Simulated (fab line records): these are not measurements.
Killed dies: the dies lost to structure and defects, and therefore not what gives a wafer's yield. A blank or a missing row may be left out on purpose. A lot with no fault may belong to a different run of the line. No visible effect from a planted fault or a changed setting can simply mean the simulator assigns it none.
Matching of chambers / flow berkeley_cmos170 / 4 sister chambers for UCB170_ACTIVE_ETCH_15 on rie_diel-01
The step etches Si3N4 in CH3F/Ar/O2, stops on SiO2, target depth 242 nm, time 151 s. 22 wafers are shown with their chamber, then 11 later ones without.

## WAFERS, EACH WITH ITS CHAMBER
wafer=L076.1; chamber=1; drypump_motor_current_A (A)=4.9; throttle_valve_pct (%)=8.25; oes_product_au (a.u.)=0.925
wafer=L076.2; chamber=2; drypump_motor_current_A (A)=5.8; throttle_valve_pct (%)=7.94; oes_product_au (a.u.)=0.930
wafer=L076.3; chamber=0; drypump_motor_current_A (A)=6.1; throttle_valve_pct (%)=8.17; oes_product_au (a.u.)=0.961
wafer=L076.4; chamber=3; drypump_motor_current_A (A)=6.0; throttle_valve_pct (%)=8.01; oes_product_au (a.u.)=0.943
wafer=L076.5; chamber=0; drypump_motor_current_A (A)=6.1; throttle_valve_pct (%)=8.18; oes_product_au (a.u.)=0.963
wafer=L076.6; chamber=3; drypump_motor_current_A (A)=6.0; throttle_valve_pct (%)=8.01; oes_product_au (a.u.)=0.939
wafer=L077.3; chamber=2; drypump_motor_current_A (A)=5.8; throttle_valve_pct (%)=7.92; oes_product_au (a.u.)=0.930
wafer=L077.4; chamber=2; drypump_motor_current_A (A)=5.8; throttle_valve_pct (%)=7.92; oes_product_au (a.u.)=0.918
wafer=L077.5; chamber=1; drypump_motor_current_A (A)=4.9; throttle_valve_pct (%)=8.25; oes_product_au (a.u.)=0.920
wafer=L081.1; chamber=2; drypump_motor_current_A (A)=5.7; throttle_valve_pct (%)=7.93; oes_product_au (a.u.)=0.921
wafer=L081.2; chamber=1; drypump_motor_current_A (A)=4.9; throttle_valve_pct (%)=8.24; oes_product_au (a.u.)=0.918
wafer=L081.3; chamber=3; drypump_motor_current_A (A)=6.0; throttle_valve_pct (%)=8.00; oes_product_au (a.u.)=0.938
wafer=L081.4; chamber=0; drypump_motor_current_A (A)=6.1; throttle_valve_pct (%)=8.18; oes_product_au (a.u.)=0.940
wafer=L081.5; chamber=2; drypump_motor_current_A (A)=5.8; throttle_valve_pct (%)=7.93; oes_product_au (a.u.)=0.923
wafer=L081.6; chamber=3; drypump_motor_current_A (A)=6.0; throttle_valve_pct (%)=8.02; oes_product_au (a.u.)=0.920
wafer=L084.2; chamber=2; drypump_motor_current_A (A)=5.9; throttle_valve_pct (%)=7.93; oes_product_au (a.u.)=0.918
wafer=L084.3; chamber=3; drypump_motor_current_A (A)=6.0; throttle_valve_pct (%)=8.01; oes_product_au (a.u.)=0.940
wafer=L084.6; chamber=2; drypump_motor_current_A (A)=5.8; throttle_valve_pct (%)=7.94; oes_product_au (a.u.)=0.917
wafer=L086.1; chamber=3; drypump_motor_current_A (A)=6.0; throttle_valve_pct (%)=8.01; oes_product_au (a.u.)=0.943
wafer=L086.2; chamber=2; drypump_motor_current_A (A)=5.8; throttle_valve_pct (%)=7.93; oes_product_au (a.u.)=0.932
wafer=L086.3; chamber=1; drypump_motor_current_A (A)=4.9; throttle_valve_pct (%)=8.25; oes_product_au (a.u.)=0.932
wafer=L086.4; chamber=0; drypump_motor_current_A (A)=6.1; throttle_valve_pct (%)=8.17; oes_product_au (a.u.)=0.963

SIGNATURES, as means of the wafers listed above
reading=drypump_motor_current_A; chamber 0=6.100; chamber 1=4.900; chamber 2=5.800; chamber 3=6.000; scatter within a chamber=0.0333
reading=throttle_valve_pct; chamber 0=8.1750; chamber 1=8.2475; chamber 2=7.9300; chamber 3=8.0100; scatter within a chamber=0.00656
reading=oes_product_au; chamber 0=0.95675; chamber 1=0.92375; chamber 2=0.92363; chamber 3=0.93717; scatter within a chamber=0.00794
Rule: distance of a wafer from a chamber = root of the sum over the readings of ((wafer's reading minus chamber's mean) / reading's scatter) squared. If the next closest chamber is less than 2 further off than the closest, the wafer can't be placed; otherwise it belongs to the closest. The scatter: the root of (the sum of the squares of (reading less its chamber's mean) over the shown wafers, divided by (wafers less chambers)).

## WAFERS WITH NO CHAMBER GIVEN
wafer=L086.5; drypump_motor_current_A (A)=6.1; throttle_valve_pct (%)=8.16; oes_product_au (a.u.)=0.968
wafer=L086.6; drypump_motor_current_A (A)=6.0; throttle_valve_pct (%)=8.01; oes_product_au (a.u.)=0.941
wafer=L089.2; drypump_motor_current_A (A)=5.8; throttle_valve_pct (%)=7.93; oes_product_au (a.u.)=0.934
wafer=L089.3; drypump_motor_current_A (A)=4.9; throttle_valve_pct (%)=8.25; oes_product_au (a.u.)=0.927
wafer=L089.4; drypump_motor_current_A (A)=6.1; throttle_valve_pct (%)=8.18; oes_product_au (a.u.)=0.956
wafer=L091.3; drypump_motor_current_A (A)=6.1; throttle_valve_pct (%)=8.16; oes_product_au (a.u.)=0.957
wafer=L091.4; drypump_motor_current_A (A)=4.9; throttle_valve_pct (%)=8.24; oes_product_au (a.u.)=0.915
wafer=L091.5; drypump_motor_current_A (A)=4.9; throttle_valve_pct (%)=8.25; oes_product_au (a.u.)=0.920
wafer=L095.1; drypump_motor_current_A (A)=6.1; throttle_valve_pct (%)=8.17; oes_product_au (a.u.)=0.954
wafer=L095.3; drypump_motor_current_A (A)=4.9; throttle_valve_pct (%)=8.25; oes_product_au (a.u.)=0.913
wafer=L095.4; drypump_motor_current_A (A)=6.0; throttle_valve_pct (%)=8.02; oes_product_au (a.u.)=0.935

## WHICH CHAMBER EACH WENT THROUGH
wafer=L086.5; from the rows above=0; in truth=0
wafer=L086.6; from the rows above=3; in truth=3
wafer=L089.2; from the rows above=2; in truth=2
wafer=L089.3; from the rows above=1; in truth=1
wafer=L089.4; from the rows above=0; in truth=0
wafer=L091.3; from the rows above=0; in truth=0
wafer=L091.4; from the rows above=1; in truth=1
wafer=L091.5; from the rows above=1; in truth=1
wafer=L095.1; from the rows above=0; in truth=0
wafer=L095.3; from the rows above=1; in truth=1
wafer=L095.4; from the rows above=3; in truth=3
Placed correctly: 11 of 11. Can't be placed from these rows: 0. 0 placed wrongly.
